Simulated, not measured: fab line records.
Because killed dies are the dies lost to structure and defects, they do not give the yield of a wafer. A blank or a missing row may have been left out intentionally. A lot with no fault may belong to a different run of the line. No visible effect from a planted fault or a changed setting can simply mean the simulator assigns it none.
Which tool was responsible? + flow ritCmos + 7 lots with 21 wafers sampled at 2 steps, on a route of 202 steps

## WHAT THE GAUGES SHOWED, per wafer
RIT_NSD_TW_MEAS_10.
| lot  | measured    | on           | NSD_TW         |
|------|-------------|--------------|----------------|
| L493 | day 3 05:20 | filmMetro-04 | 3142 3126 3131 |
| L495 | day 3 14:24 | filmMetro-04 | 3160 3150 3151 |
| L497 | day 4 00:59 | filmMetro-03 | 3162 3149 3164 |
| L500 | day 4 15:04 | filmMetro-03 | 3157 3143 3139 |
| L508 | day 6 07:53 | filmMetro-02 | 3140 3130 3131 |
| L510 | day 6 18:04 | filmMetro-04 | 3156 3151 3158 |
| L513 | day 7 08:59 | filmMetro-03 | 3186 3175 3183 |

## WHICH TOOL RAN EACH LOT (tool, then ch and the chambers of the sampled wafers, then the start)
| lot  | RIT_NSD_DEVELOP_05              |
|------|---------------------------------|
| L493 | lithoTrack-01 ch 0, day 3 04:00 |
| L495 | lithoTrack-01 ch 0, day 3 13:00 |
| L497 | lithoTrack-03 ch 0, day 4 00:00 |
| L500 | lithoTrack-03 ch 0, day 4 14:00 |
| L508 | lithoTrack-03 ch 0, day 6 07:00 |
| L510 | lithoTrack-02 ch 0, day 6 17:00 |
| L513 | lithoTrack-03 ch 0, day 7 08:00 |
- RIT_NSD_DEVELOP_05: develop time 50 s.

## THE ANSWER, worked out from the rows above alone
Rule: the usual values come from the lots themselves. Put in order of their means at a reading, lots are off if they are a third of the lots or fewer, leave a main group of 4 or more, and stand apart from it by a gap of 3 or more times the standard deviation of the main group's means; of several such gaps the widest counts. The tables above print the reading to a certain number of digits; a main group whose means all agree to those digits is not used. Also off: a lot with no number at a reading for which 4 or more lots have one. Any other lot the step has rows for is counted as sound.
No lot is off on any of the readings shown, so nothing can be concluded from this.

## WHAT WAS PUT IN BY THE SIMULATOR
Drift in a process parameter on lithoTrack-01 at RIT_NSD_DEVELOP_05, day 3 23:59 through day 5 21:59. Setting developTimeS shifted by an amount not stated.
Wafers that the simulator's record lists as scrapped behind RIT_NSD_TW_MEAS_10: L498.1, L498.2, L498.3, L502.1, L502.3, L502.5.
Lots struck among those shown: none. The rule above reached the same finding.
